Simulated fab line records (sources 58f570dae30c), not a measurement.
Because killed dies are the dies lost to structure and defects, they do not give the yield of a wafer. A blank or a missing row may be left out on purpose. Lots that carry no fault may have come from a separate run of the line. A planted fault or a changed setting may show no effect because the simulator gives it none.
What tool caused it? | flow berkeleyCmos170 | 45 wafers from 15 lots sampled at 4 of the route's 331 steps

== WHAT THE GAUGES READ, wafer by wafer ==
UCB170_PWELL_OVL_MEAS_13. Usual: PWELL_OVL -1 nm, standard deviation 5.2.
lot  | measured    | on         | PWELL_OVL (nm) | flag
L973 | day 3 09:42 | overlay-02 | -8 -1 1        | 
L974 | day 3 12:59 | overlay-02 | 1 -3 -3        | 
L976 | day 3 19:47 | overlay-01 | 5 -3 -4        | 
L975 | day 3 19:58 | overlay-02 | 0 -6 -2        | 
L977 | day 4 06:35 | overlay-01 | 0 -14 -6       | 
L979 | day 4 13:54 | overlay-02 | 4 0 3          | 
L980 | day 4 21:35 | overlay-02 | 5 -6 -1        | 
L981 | day 5 03:13 | overlay-02 | 1 8 -5         | 
L983 | day 5 10:05 | overlay-01 | 1 -10 2        | 
L985 | day 5 17:31 | overlay-01 | -9 0 -1        | 
L987 | day 6 05:07 | overlay-01 | -4 -4 -2       | 
L986 | day 6 05:24 | overlay-01 | -4 -9 -4       | 
L992 | day 7 08:40 | overlay-01 | -2 -6 -2       | 
L993 | day 7 10:02 | overlay-01 | 0 5 -4         | 
L995 | day 7 17:17 | overlay-01 | -2 -4 -9       | 

UCB170_WELLDRIVE_THK_MEAS_02. Usual: WELLDRIVE_OXIDE_THK 200 nm, standard deviation 3.1.
lot  | measured    | on           | WELLDRIVE_OXIDE_THK (nm) | flag
L973 | day 3 20:23 | filmMetro-02 | 199 201 201              | 
L974 | day 4 02:29 | filmMetro-03 | 198 202 201              | 
L976 | day 4 09:24 | filmMetro-02 | 203 204 206              | 
L975 | day 4 09:25 | filmMetro-03 | 200 200 201              | 
L977 | day 4 17:17 | filmMetro-02 | 197 198 198              | 
L979 | day 5 03:17 | filmMetro-02 | 197 198 195              | 
L980 | day 5 10:39 | filmMetro-02 | 197 199 196              | 
L981 | day 5 15:05 | filmMetro-03 | 200 201 195              | 
L983 | day 6 01:10 | filmMetro-02 | 196 193 197              | 
L985 | day 6 07:28 | filmMetro-03 | 198 198 201              | 
L987 | day 6 19:28 | filmMetro-03 | 198 200 200              | 
L986 | day 6 19:28 | filmMetro-01 | 209 204 206              | 
L992 | day 7 18:36 | filmMetro-02 | 198 201 202              | 
L993 | day 7 23:26 | filmMetro-01 | 200 202 205              | 
L995 | day 8 03:42 | filmMetro-02 | 200 197 198              | 

UCB170_GATE_CD_MEAS_12: the cd target is 350 nm. Usual: cdNm at 350.1 nm, with a standard deviation of 1.4.
lot  | measured     | on       | cdNm (nm)         | flag
L973 | day 6 12:29  | cdSem-02 | 349.3 347.9 348.4 | 
L974 | day 6 15:17  | cdSem-01 | 351.0 353.1 353.2 | 
L976 | day 6 14:59  | cdSem-01 | 350.2 350.4 350.0 | 
L975 | day 6 16:59  | cdSem-02 | 347.9 349.6 349.0 | 
L977 | day 7 18:44  | cdSem-02 | 350.4 351.1 350.2 | 
L979 | day 7 17:35  | cdSem-02 | 350.0 350.5 349.8 | 
L980 | day 7 18:29  | cdSem-01 | 350.9 352.1 350.3 | 
L981 | day 8 13:43  | cdSem-02 | 348.5 349.4 348.9 | 
L983 | day 8 13:59  | cdSem-01 | 349.8 349.9 350.5 | 
L985 | day 9 05:44  | cdSem-02 | 356.2 356.6 355.8 | OFF
L987 | day 9 05:29  | cdSem-01 | 355.7 356.8 356.2 | OFF
L986 | day 9 05:04  | cdSem-02 | 351.2 350.8 351.1 | 
L992 | day 10 00:06 | cdSem-01 | 354.8 355.6 356.5 | OFF
L993 | day 10 16:50 | cdSem-02 | 348.7 348.0 348.7 | 
L995 | day 10 18:37 | cdSem-01 | 351.3 351.0 352.0 | 

== WHICH TOOL RAN EACH LOT (tool, then ch and the chambers of the sampled wafers, then the start) ==
lot  | UCB170_GATE_PEB_10
L973 | lithoTrack-03 ch 0, day 6 12:13
L974 | lithoTrack-04 ch 0, day 6 15:01
L976 | lithoTrack-04 ch 0, day 6 14:43
L975 | lithoTrack-04 ch 0, day 6 16:43
L977 | lithoTrack-04 ch 0, day 7 18:28
L979 | lithoTrack-03 ch 0, day 7 17:19
L980 | lithoTrack-03 ch 0, day 7 18:13
L981 | lithoTrack-04 ch 0, day 8 13:26
L983 | lithoTrack-04 ch 0, day 8 13:43
L985 | lithoTrack-04 ch 0, day 9 05:28
L987 | lithoTrack-04 ch 0, day 9 05:13
L986 | lithoTrack-03 ch 0, day 9 04:48
L992 | lithoTrack-04 ch 0, day 9 23:50
L993 | lithoTrack-03 ch 0, day 10 16:34
L995 | lithoTrack-03 ch 0, day 10 18:20
- UCB170_GATE_PEB_10

== AS READ BY THE TOOLS THEMSELVES (means over the sampled wafers that have a number; for cases with no such wafer, the mark the record gives instead) ==
UCB170_GATE_PEB_10. Usual: heaterPowerTotalW 56.80 W, standard deviation 0.048; resistLineTempC 23.02 C, standard deviation 0.094.
lot  | tool          | heaterPowerTotalW (W) | resistLineTempC (C) | flag
L973 | lithoTrack-03 | 56.75                 | 23.07               | 
L974 | lithoTrack-04 | 56.82                 | 22.99               | 
L976 | lithoTrack-04 | 56.83                 | 23.05               | 
L975 | lithoTrack-04 | 56.84                 | 23.06               | 
L977 | lithoTrack-04 | 56.81                 | 22.88               | 
L979 | lithoTrack-03 | 56.83                 | 22.99               | 
L980 | lithoTrack-03 | 56.82                 | 23.10               | 
L981 | lithoTrack-04 | 56.79                 | 23.05               | 
L983 | lithoTrack-04 | 56.81                 | 22.88               | 
L985 | lithoTrack-04 | 58.29                 | 23.10               | OFF
L987 | lithoTrack-04 | 58.30                 | 22.97               | OFF
L986 | lithoTrack-03 | 56.82                 | 23.02               | 
L992 | lithoTrack-04 | 58.26                 | 23.00               | OFF
L993 | lithoTrack-03 | 56.72                 | 23.03               | 
L995 | lithoTrack-03 | 56.79                 | 22.98               | 

== THE ANSWER, worked out from the rows above alone ==
Rule: lot off if the mean of its wafers having a number is beyond 3 standard deviations from the usual mean. Also off: a lot with no number at a reading for which 4 or more lots have one. All remaining lots with rows at the step are treated as sound. First the gauges in route order, then the tools' own readings, where a lot's mean is used as printed above. At the first step where some lot is off, the reading lying furthest off is the one used; lots without a number count as furthest.
Off: L985, L987, L992 (UCB170_GATE_CD_MEAS_12, cdNm).
If a tool, at a process step before that reading, ran all the lots that are off and no sound lot after the first of them, it fits. Not tried: the gauges at UCB170_GATE_CD_MEAS_12; whatever is off there is also off at UCB170_GATE_PEB_10, on other tools, and gauge error can't account for it. One candidate fits, namely lithoTrack-04 at UCB170_GATE_PEB_10. Its last sound lot is L983 (day 8 13:43), its first lot that is off L987 (day 9 05:13): a fault that began between those two fits.
On the lots that are off, the tool's own readings at UCB170_GATE_PEB_10 differ by more than 5 times the standard deviation of the sound lots' means, which bears it out; heaterPowerTotalW reads 58.28 W there versus 56.80 W on the sound lots.

== WHAT HAD BEEN PUT IN BY THE SIMULATOR ==
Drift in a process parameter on lithoTrack-04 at UCB170_GATE_PEB_10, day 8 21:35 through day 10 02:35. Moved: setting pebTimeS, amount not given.
Struck lots among those shown: L985, L987, L992. The rule given above showed the same thing.
